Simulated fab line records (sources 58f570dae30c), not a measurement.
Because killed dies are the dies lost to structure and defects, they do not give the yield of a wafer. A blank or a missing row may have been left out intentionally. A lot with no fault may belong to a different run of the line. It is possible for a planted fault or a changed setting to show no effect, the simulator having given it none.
Commonality check across tools / flow berkeley-cmos170 / Sample size 14 lots and 42 wafers

## REASON IT WAS OPENED
At UCB170_PLDD_TW_MEAS_11 the reading PLDD_TW is flagged on 2 of 14 lots. Fault-free wafers read 1009, with a standard deviation of 6.9.
Rule: a lot is flagged when every wafer of it that has a number lies more than 4 standard deviations from that mean, or none has a number. The rest of the lots are taken to be sound.

lot=L772; measured=day 7 07:01; on=film-metro-01; PLDD_TW, wafer by wafer=1015 1013 1014; flag=
lot=L773; measured=day 7 07:16; on=film-metro-03; PLDD_TW, wafer by wafer=1020 1015 1023; flag=
lot=L775; measured=day 7 15:28; on=film-metro-02; PLDD_TW, wafer by wafer=1000 996 1003; flag=
lot=L780; measured=day 8 20:08; on=film-metro-01; PLDD_TW, wafer by wafer=1004 1008 999; flag=
lot=L779; measured=day 8 20:09; on=film-metro-02; PLDD_TW, wafer by wafer=1005 1005 1008; flag=
lot=L778; measured=day 8 20:23; on=film-metro-01; PLDD_TW, wafer by wafer=1007 1008 1004; flag=
lot=L784; measured=day 10 04:22; on=film-metro-01; PLDD_TW, wafer by wafer=1014 1016 1012; flag=
lot=L783; measured=day 10 04:29; on=film-metro-02; PLDD_TW, wafer by wafer=1002 1000 1002; flag=
lot=L782; measured=day 10 04:45; on=film-metro-01; PLDD_TW, wafer by wafer=1006 1008 1011; flag=
lot=L789; measured=day 11 01:52; on=film-metro-02; PLDD_TW, wafer by wafer=926 932 932; flag=FLAGGED
lot=L791; measured=day 11 14:40; on=film-metro-03; PLDD_TW, wafer by wafer=934 938 935; flag=FLAGGED
lot=L793; measured=day 12 03:46; on=film-metro-01; PLDD_TW, wafer by wafer=1002 1009 1007; flag=
lot=L794; measured=day 12 14:55; on=film-metro-02; PLDD_TW, wafer by wafer=1002 1003 1005; flag=
lot=L795; measured=day 12 15:11; on=film-metro-01; PLDD_TW, wafer by wafer=1007 1000 1007; flag=
Average over the flagged lots: 933; offset from the usual -76, equal to -11 standard deviations.

## TOOL THAT RAN EACH LOT
The record holds 2 process steps before the reading, out of a route of 331 steps. Read each cell as the tool, then ch plus the chambers that the sampled wafers visited, then the start.
lot=L772; flag=; UCB170_GATE_ETCH_15=rie-si-01 ch 1,2, day 7 04:57; UCB170_PLDD_IMPLANT_09=implanter-01 ch 0, day 7 06:47
lot=L773; flag=; UCB170_GATE_ETCH_15=rie-si-02 ch 0,1,3, day 7 05:09; UCB170_PLDD_IMPLANT_09=implanter-03 ch 0, day 7 07:02
lot=L775; flag=; UCB170_GATE_ETCH_15=rie-si-01 ch 0,1,3, day 7 13:37; UCB170_PLDD_IMPLANT_09=implanter-04 ch 0, day 7 15:14
lot=L780; flag=; UCB170_GATE_ETCH_15=rie-si-02 ch 2,3, day 8 17:14; UCB170_PLDD_IMPLANT_09=implanter-01 ch 0, day 8 19:53
lot=L779; flag=; UCB170_GATE_ETCH_15=rie-si-01 ch 0,1, day 8 17:48; UCB170_PLDD_IMPLANT_09=implanter-03 ch 0, day 8 19:51
lot=L778; flag=; UCB170_GATE_ETCH_15=rie-si-02 ch 0,1,2, day 8 17:57; UCB170_PLDD_IMPLANT_09=implanter-04 ch 0, day 8 20:08
lot=L784; flag=; UCB170_GATE_ETCH_15=rie-si-01 ch 0,2,3, day 10 00:59; UCB170_PLDD_IMPLANT_09=implanter-03 ch 0, day 10 04:08
lot=L783; flag=; UCB170_GATE_ETCH_15=rie-si-02 ch 1,2, day 10 00:51; UCB170_PLDD_IMPLANT_09=implanter-01 ch 0, day 10 04:15
lot=L782; flag=; UCB170_GATE_ETCH_15=rie-si-02 ch 1,2,3, day 10 01:14; UCB170_PLDD_IMPLANT_09=implanter-03 ch 0, day 10 04:29
lot=L789; flag=FLAGGED; UCB170_GATE_ETCH_15=rie-si-01 ch 0,1, day 10 23:15; UCB170_PLDD_IMPLANT_09=implanter-04 ch 0, day 11 01:38
lot=L791; flag=FLAGGED; UCB170_GATE_ETCH_15=rie-si-01 ch 1,2,3, day 11 11:08; UCB170_PLDD_IMPLANT_09=implanter-04 ch 0, day 11 14:25
lot=L793; flag=; UCB170_GATE_ETCH_15=rie-si-02 ch 1,3, day 12 01:30; UCB170_PLDD_IMPLANT_09=implanter-03 ch 0, day 12 03:31
lot=L794; flag=; UCB170_GATE_ETCH_15=rie-si-01 ch 2,3, day 12 12:58; UCB170_PLDD_IMPLANT_09=implanter-03 ch 0, day 12 14:40
lot=L795; flag=; UCB170_GATE_ETCH_15=rie-si-02 ch 1,2,3, day 12 13:16; UCB170_PLDD_IMPLANT_09=implanter-01 ch 0, day 12 14:58
These steps, and what they do:
- UCB170_GATE_ETCH_15: etches poly-Si in HBr/Cl2, stops on SiO2, time 56.3 s, target depth 278.2 nm.
- UCB170_PLDD_IMPLANT_09
- UCB170_PLDD_TW_MEAS_11

## FLAGGED AGAINST TOTAL, ONE TOOL AT A TIME (gauges that did the reading follow at the end)
step=UCB170_GATE_ETCH_15; tool=rie-si-01; lots run=7; flagged=2; share of the flagged lots=all; sound lots run after its first flagged lot=1 (L794)
step=UCB170_GATE_ETCH_15; tool=rie-si-02; lots run=7; flagged=0; share of the flagged lots=none; sound lots run after its first flagged lot=-
step=UCB170_PLDD_IMPLANT_09; tool=implanter-01; lots run=4; flagged=0; share of the flagged lots=none; sound lots run after its first flagged lot=-
step=UCB170_PLDD_IMPLANT_09; tool=implanter-03; lots run=6; flagged=0; share of the flagged lots=none; sound lots run after its first flagged lot=-
step=UCB170_PLDD_IMPLANT_09; tool=implanter-04; lots run=4; flagged=2; share of the flagged lots=all; sound lots run after its first flagged lot=0
step=UCB170_PLDD_TW_MEAS_11; tool=film-metro-01; lots run=7; flagged=0; share of the flagged lots=none; sound lots run after its first flagged lot=-
step=UCB170_PLDD_TW_MEAS_11; tool=film-metro-02; lots run=5; flagged=1; share of the flagged lots=some; sound lots run after its first flagged lot=1 (L794)
step=UCB170_PLDD_TW_MEAS_11; tool=film-metro-03; lots run=2; flagged=1; share of the flagged lots=some; sound lots run after its first flagged lot=0

## WHAT IS ALLOWED BY THE TABLE
Rows of the table that ran all the flagged lots, 2 in number: rie-si-01 at UCB170_GATE_ETCH_15; implanter-04 at UCB170_PLDD_IMPLANT_09.
- rie-si-01 at UCB170_GATE_ETCH_15: 2 of its 7 lots flagged. Sound lots ran on it after the first flagged one (L794), which a lasting fault on the whole tool wouldn't allow.
- implanter-04 at UCB170_PLDD_IMPLANT_09: 2 of its 4 lots flagged. Its last sound lot is L778 (day 8 20:08), its first flagged lot L789 (day 11 01:38): a fault that began between those two fits. Its own readings (dose-ions-cm2, faraday-current-uA) fall more than 4 standard deviations out on all wafers of the flagged lots.
Just one tool remains: implanter-04 at UCB170_PLDD_IMPLANT_09.

## WHAT THE SIMULATOR HAD INSERTED
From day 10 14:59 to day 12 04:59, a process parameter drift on implanter-04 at UCB170_PLDD_IMPLANT_09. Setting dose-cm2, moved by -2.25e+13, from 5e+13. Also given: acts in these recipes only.
Struck lots among those shown: L789, L791. This agrees with what the rule above found.
